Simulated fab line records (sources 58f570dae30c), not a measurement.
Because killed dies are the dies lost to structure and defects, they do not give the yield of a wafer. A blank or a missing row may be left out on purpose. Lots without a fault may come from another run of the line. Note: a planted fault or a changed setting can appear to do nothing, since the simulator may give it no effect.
What tool caused it? / flow berkeley-cmos170 / Sampling: 7 lots, 21 wafers, 3 of 331 route steps

WHAT EACH GAUGE READ, for each wafer
UCB170_CONTACT_THK_MEAS_02.
lot=L857; measured=day 7 08:30; on=film-metro-03; CONTACT_PSG_THK (nm)=712 713 712
lot=L859; measured=day 7 16:11; on=film-metro-02; CONTACT_PSG_THK (nm)=700 705 700
lot=L862; measured=day 8 03:33; on=film-metro-03; CONTACT_PSG_THK (nm)=707 711 713
lot=L863; measured=day 8 14:16; on=film-metro-01; CONTACT_PSG_THK (nm)=706 706 703
lot=L866; measured=day 9 10:47; on=film-metro-02; CONTACT_PSG_THK (nm)=694 685 686
lot=L867; measured=day 9 10:49; on=film-metro-03; CONTACT_PSG_THK (nm)=697 700 703
lot=L877; measured=day 10 23:28; on=film-metro-03; CONTACT_PSG_THK (nm)=697 700 699

EACH LOT AND THE TOOL THAT RAN IT (in order: tool; ch and the chambers of the sampled wafers; start)
lot=L857; UCB170_GATE_ETCH_14=rie-diel-01 ch 0,1,2, day 6 12:44; UCB170_SILICIDE_RTA_04=rtp-anneal-01 ch 0, day 7 04:02
lot=L859; UCB170_GATE_ETCH_14=rie-diel-02 ch 0,2,3, day 6 22:04; UCB170_SILICIDE_RTA_04=rtp-anneal-02 ch 0, day 7 13:49
lot=L862; UCB170_GATE_ETCH_14=rie-diel-02 ch 1,2, day 7 11:13; UCB170_SILICIDE_RTA_04=rtp-anneal-01 ch 0, day 8 01:30
lot=L863; UCB170_GATE_ETCH_14=rie-diel-03 ch 2,3, day 7 19:16; UCB170_SILICIDE_RTA_04=rtp-anneal-01 ch 0, day 8 10:49
lot=L866; UCB170_GATE_ETCH_14=rie-diel-03 ch 0,1,3, day 8 14:49; UCB170_SILICIDE_RTA_04=rtp-anneal-02 ch 0, day 9 07:05
lot=L867; UCB170_GATE_ETCH_14=rie-diel-03 ch 0,2,3, day 8 15:50; UCB170_SILICIDE_RTA_04=rtp-anneal-01 ch 0, day 9 06:58
lot=L877; UCB170_GATE_ETCH_14=rie-diel-02 ch 0,1,2, day 10 02:19; UCB170_SILICIDE_RTA_04=rtp-anneal-02 ch 0, day 10 20:18
- UCB170_GATE_ETCH_14: etches BARC in N2/H2.
- UCB170_SILICIDE_RTA_04: time 15 s.

THE ANSWER, worked out from the rows above alone
Rule: what is usual is taken from the lots themselves. The widest of any qualifying gaps counts: lots, ordered by their means at a reading, are off when they make up no more than a third of the lots, leave a main group of 4 or more, and stand apart from it by 3 or more times the standard deviation of that group's means. A main group is skipped when, at the precision printed for the reading in the tables above, its means are all equal. Also off: a lot with no number at a reading for which 4 or more lots have one. All remaining lots with rows at the step are treated as sound.
No lot is off on any of the readings shown, so nothing can be concluded from this.

WHAT HAD BEEN PUT IN BY THE SIMULATOR
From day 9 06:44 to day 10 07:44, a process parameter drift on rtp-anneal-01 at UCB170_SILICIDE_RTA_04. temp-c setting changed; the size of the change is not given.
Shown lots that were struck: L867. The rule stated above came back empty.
